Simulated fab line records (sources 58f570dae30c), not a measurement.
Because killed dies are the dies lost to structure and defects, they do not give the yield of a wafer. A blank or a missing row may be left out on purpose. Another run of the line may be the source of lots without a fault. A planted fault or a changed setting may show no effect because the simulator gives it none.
fab line records	flow berkeley-cmos170
[record] lots = 15	wafers = 45	last-day = 13
route steps=331 shown PWELL@37 ACTIVE@71
lots that met no fault: from a run of the same line without faults
start-h: the number of hours between the record's first day and the start of the first shown wafer of the lot	wait-h: how many hours have passed since the lot's step before this one	" repeats the value in the row above	L1.1+2: a row that stands for several wafers	- no value, or no start was given	* or withheld: withheld	< > ~ a bound
route shown NAME@n: NAME is a module with steps in the file, n the number in the route of the first one	usual: mean and standard deviation over wafers with no fault	same: alike in all rows	chamber/n: place in a boat	sites: each site's reading	_std_site: how widely they spread, as a standard deviation	_edge_site: the outer-site mean with the inner-site mean subtracted	radius-mm: for every site, how far away it sits from the centre of the wafer	mask NAME#n: copy n	behind: the tool/chamber that last shaped the wafer	hold: the reason the lot was held/the length of the hold in hours/how it ended	device: whichever transistor did not switch (one of n, p or np)	end of line: tests of these same wafers at the route's end	for a step that has no rows: nothing shown but its recipe	killed: not the wafer's yield, but the dies lost to structure and defects at the first sort	map: dies across one wafer; x = killed, . = not, _ = none there
set.NAME: the setting the step ran with; set.NAME@STEP: the setting that earlier step ran with	model.NAME: the simulator's own value behind a step, which no gauge read
the route's steps for a sample of lots (tables are steps, rows are wafers)
[[steps]]
[step UCB170_PWELL_THK_MEAS_03]
[recipe] reads = SiO2_of_PWELL_OXIDATION_02
[usual] PWELL_OXIDE_THK = 26.5/0.54
lot.wafer	tool	chamber	start-h	wait-h	PWELL_OXIDE_THK[nm]
L688.2	film-metro-01	-	57.85	0.1	27.6
L688.4	"	-	"	"	27.6
L688.6	"	-	"	"	27.6
L689.2	film-metro-01	-	57.91	0.1	26.3
L689.4	"	-	"	"	26.5
L689.5	"	-	"	"	26.8
L691.1	film-metro-03	-	69.38	0.0	26.7
L691.3	"	-	"	"	26.3
L691.6	"	-	"	"	26.4
L690.2	film-metro-01	-	69.39	0.0	26.4
L690.4	"	-	"	"	26.7
L690.6	"	-	"	"	25.8
L692.3	film-metro-01	-	76.10	0.0	27.3
L692.4	"	-	"	"	27.9
L692.5	"	-	"	"	28.0
L694.1	film-metro-04	-	87.13	0.0	26.0
L694.5	"	-	"	"	26.8
L694.6	"	-	"	"	26.7
L695.1	film-metro-04	-	91.98	0.0	26.3
L695.2	"	-	"	"	26.3
L695.5	"	-	"	"	26.7
L696.2	film-metro-01	-	96.26	0.0	26.9
L696.3	"	-	"	"	27.0
L696.4	"	-	"	"	27.1
L698.2	film-metro-04	-	96.26	0.0	26.5
L698.3	"	-	"	"	26.4
L698.4	"	-	"	"	26.1
L699.3	film-metro-04	-	116.09	0.0	26.4
L699.5	"	-	"	"	26.3
L699.6	"	-	"	"	26.3
L703.1	film-metro-01	-	135.89	0.0	25.7
L703.3	"	-	"	"	25.9
L703.5	"	-	"	"	26.0
L704.1	film-metro-03	-	135.89	0.0	26.5
L704.4	"	-	"	"	26.6
L704.5	"	-	"	"	26.3
L705.2	film-metro-03	-	147.43	0.0	25.6
L705.3	"	-	"	"	26.1
L705.6	"	-	"	"	26.0
L706.3	film-metro-04	-	147.44	0.0	26.3
L706.4	"	-	"	"	26.4
L706.6	"	-	"	"	26.3
L709.1	film-metro-03	-	166.02	0.0	26.3
L709.2	"	-	"	"	26.5
L709.4	"	-	"	"	27.2
[step UCB170_PWELL_THK_MEAS_06]
[recipe] reads = Si3N4_of_PWELL_CVD_05
[usual] PWELL_NITRIDE_THK = 219.5/2.2
lot.wafer	tool	chamber	start-h	wait-h	PWELL_NITRIDE_THK[nm]
L688.2	film-metro-01	-	65.88	0.1	219.3
L688.4	"	-	"	"	219.7
L688.6	"	-	"	"	219.8
L689.2	film-metro-01	-	65.94	0.1	220.2
L689.4	"	-	"	"	218.6
L689.5	"	-	"	"	218.2
L691.1	film-metro-03	-	76.44	0.0	219.4
L691.3	"	-	"	"	221.9
L691.6	"	-	"	"	220.4
L690.2	film-metro-01	-	76.45	0.0	219.5
L690.4	"	-	"	"	217.3
L690.6	"	-	"	"	219.3
L692.3	film-metro-01	-	83.78	0.0	221.3
L692.4	"	-	"	"	221.5
L692.5	"	-	"	"	219.8
L694.1	film-metro-03	-	94.70	0.0	218.8
L694.5	"	-	"	"	219.5
L694.6	"	-	"	"	220.3
L696.2	film-metro-01	-	101.89	0.0	214.5
L696.3	"	-	"	"	216.7
L696.4	"	-	"	"	217.1
L695.1	film-metro-03	-	102.01	0.1	219.3
L695.2	"	-	"	"	220.4
L695.5	"	-	"	"	219.4
L698.2	film-metro-01	-	102.01	0.1	216.1
L698.3	"	-	"	"	216.5
L698.4	"	-	"	"	216.9
L699.3	film-metro-04	-	124.22	0.0	218.9
L699.5	"	-	"	"	218.3
L699.6	"	-	"	"	219.6
L703.1	film-metro-03	-	144.12	0.0	219.1
L703.3	"	-	"	"	219.6
L703.5	"	-	"	"	216.6
L704.1	film-metro-01	-	144.12	0.0	222.6
L704.4	"	-	"	"	222.2
L704.5	"	-	"	"	222.4
L705.2	film-metro-01	-	153.60	0.0	218.1
L705.3	"	-	"	"	219.9
L705.6	"	-	"	"	218.9
L706.3	film-metro-04	-	153.61	0.0	221.1
L706.4	"	-	"	"	222.0
L706.6	"	-	"	"	221.0
L709.1	film-metro-04	-	174.88	0.0	223.1
L709.2	"	-	"	"	223.1
L709.4	"	-	"	"	221.9
[step UCB170_ACTIVE_PEB_11]
[recipe] peb-temp-c = 130	peb-time-s = withheld	resist = KrF
[usual] chill-plate-temp-C = 23.00/0.1	exhaust-pa = 45.2/0.92
lot.wafer	tool	chamber	start-h	wait-h	chill-plate-temp-C	exhaust-pa
L688.2	litho-track-02	0	98.54	0.8	23.02	46.2
L688.4	"	0	"	"	23.04	46.5
L688.6	"	0	"	"	23.08	45.6
L689.2	litho-track-04	0	98.70	0.8	23.00	45.0
L689.4	"	0	"	"	22.97	44.9
L689.5	"	0	"	"	22.97	43.3
L691.1	litho-track-01	0	112.21	0.1	22.85	45.3
L691.3	"	0	"	"	22.92	45.3
L691.6	"	0	"	"	23.09	44.2
L690.2	litho-track-02	0	112.47	0.1	23.11	46.1
L690.4	"	0	"	"	23.04	44.9
L690.6	"	0	"	"	23.13	46.3
L692.3	litho-track-01	0	119.67	0.1	22.98	45.8
L692.4	"	0	"	"	23.04	46.0
L692.5	"	0	"	"	23.06	44.8
L695.1	litho-track-04	-	133.22	0.4	-	-
L695.2	"	-	"	"	-	-
L695.5	"	-	"	"	-	-
L696.2	litho-track-01	-	133.26	0.2	-	-
L696.3	"	-	"	"	-	-
L696.4	"	-	"	"	-	-
L698.2	litho-track-02	-	133.49	0.1	-	-
L698.3	"	-	"	"	-	-
L698.4	"	-	"	"	-	-
L694.1	litho-track-02	0	133.74	0.3	23.20	45.3
L694.5	"	0	"	"	23.19	46.1
L694.6	"	0	"	"	23.22	45.4
L699.3	litho-track-01	0	156.68	0.3	22.97	45.9
L699.5	"	0	"	"	22.99	45.0
L699.6	"	0	"	"	22.93	43.9
L704.1	litho-track-04	0	180.13	0.1	23.03	44.5
L704.4	"	0	"	"	22.87	45.6
L704.5	"	0	"	"	22.93	44.2
L703.1	litho-track-02	0	180.37	0.1	23.20	46.0
L703.3	"	0	"	"	23.07	46.1
L703.5	"	0	"	"	23.10	44.0
L706.3	litho-track-02	0	189.15	0.3	23.07	46.2
L706.4	"	0	"	"	23.15	46.1
L706.6	"	0	"	"	23.03	44.9
L705.2	litho-track-02	0	189.40	0.4	22.92	43.2
L705.3	"	0	"	"	22.94	43.7
L705.6	"	0	"	"	22.83	43.9
L709.1	litho-track-02	0	212.31	0.1	22.92	45.2
L709.2	"	0	"	"	22.99	43.7
L709.4	"	0	"	"	23.09	44.6
[step UCB170_ACTIVE_CD_MEAS_90]
[recipe] target-cd-nm = 1200
[usual] cd-nm = 1200.4/1.4
lot.wafer	tool	chamber	start-h	wait-h	cd-nm
L688.2	cd-sem-02	-	99.23	0.1	1202.6
L688.4	"	-	"	"	1202.0
L688.6	"	-	"	"	1201.1
L689.2	cd-sem-02	-	99.47	0.2	1200.8
L689.4	"	-	"	"	1202.4
L689.5	"	-	"	"	1200.6
L691.1	cd-sem-01	-	112.84	0.1	1199.8
L691.3	"	-	"	"	1198.6
L691.6	"	-	"	"	1198.0
L690.2	cd-sem-02	-	113.10	0.1	1201.0
L690.4	"	-	"	"	1200.5
L690.6	"	-	"	"	1200.8
L692.3	cd-sem-02	-	120.39	0.1	1202.1
L692.4	"	-	"	"	1202.3
L692.5	"	-	"	"	1201.7
L695.1	cd-sem-02	-	133.86	0.1	-
L695.2	"	-	"	"	-
L695.5	"	-	"	"	-
L696.2	cd-sem-01	-	133.88	0.1	-
L696.3	"	-	"	"	-
L696.4	"	-	"	"	-
L698.2	cd-sem-01	-	134.12	0.1	-
L698.3	"	-	"	"	-
L698.4	"	-	"	"	-
L694.1	cd-sem-02	-	134.37	0.1	1200.4
L694.5	"	-	"	"	1199.8
L694.6	"	-	"	"	1200.2
L699.3	cd-sem-02	-	157.41	0.2	1199.4
L699.5	"	-	"	"	1197.7
L699.6	"	-	"	"	1197.2
L704.1	cd-sem-01	-	180.76	0.1	1200.4
L704.4	"	-	"	"	1198.2
L704.5	"	-	"	"	1199.0
L703.1	cd-sem-02	-	181.00	0.1	1198.8
L703.3	"	-	"	"	1201.4
L703.5	"	-	"	"	1199.1
L706.3	cd-sem-02	-	189.77	0.1	1199.8
L706.4	"	-	"	"	1199.8
L706.6	"	-	"	"	1198.9
L705.2	cd-sem-01	-	190.03	0.1	1199.3
L705.3	"	-	"	"	1200.2
L705.6	"	-	"	"	1198.4
L709.1	cd-sem-02	-	212.94	0.1	1199.6
L709.2	"	-	"	"	1200.7
L709.4	"	-	"	"	1201.1
[[key]]
[first-sign] step = UCB170_ACTIVE_PEB_11	reading = tool-record	direction = missing
effect none on later readings
met-at UCB170_ACTIVE_PEB_11
struck-lots L695,L696,L698
later-rows-left-out L695.1,L695.2,L695.5,L696.2,L696.3,L696.4,L698.2,L698.3,L698.4
sort-left-out L695.1,L695.2,L695.5,L696.2,L696.3,L696.4,L698.2,L698.3,L698.4
tester-left-out L695,L696,L698
not-acting-at UCB170_PWELL_THK_MEAS_03,UCB170_PWELL_THK_MEAS_06,UCB170_ACTIVE_CD_MEAS_90
onset-between 119.67 133.22
[fault] kind = skipped-step-whole	tool = litho-track-01,litho-track-02,litho-track-04	chamber = -	onset-h = 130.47	steps = UCB170_ACTIVE_PEB_11	scope = struck-lots-only
// tester-left-out: of these lots the tester's yield and bins aren't shown, on N5 and GAA mostly nor the transistor test; their killed dies are dies lost to structure and defects alone, not to doping, threshold or leakage, so they don't give the yield
// sort-left-out: the simulated sort isn't trusted on such a fault, so these wafers' sort isn't shown, and their yield isn't known
// later-rows-left-out: the simulator's readings of these wafers behind a module that went badly wrong aren't trusted and aren't shown, but for the sort
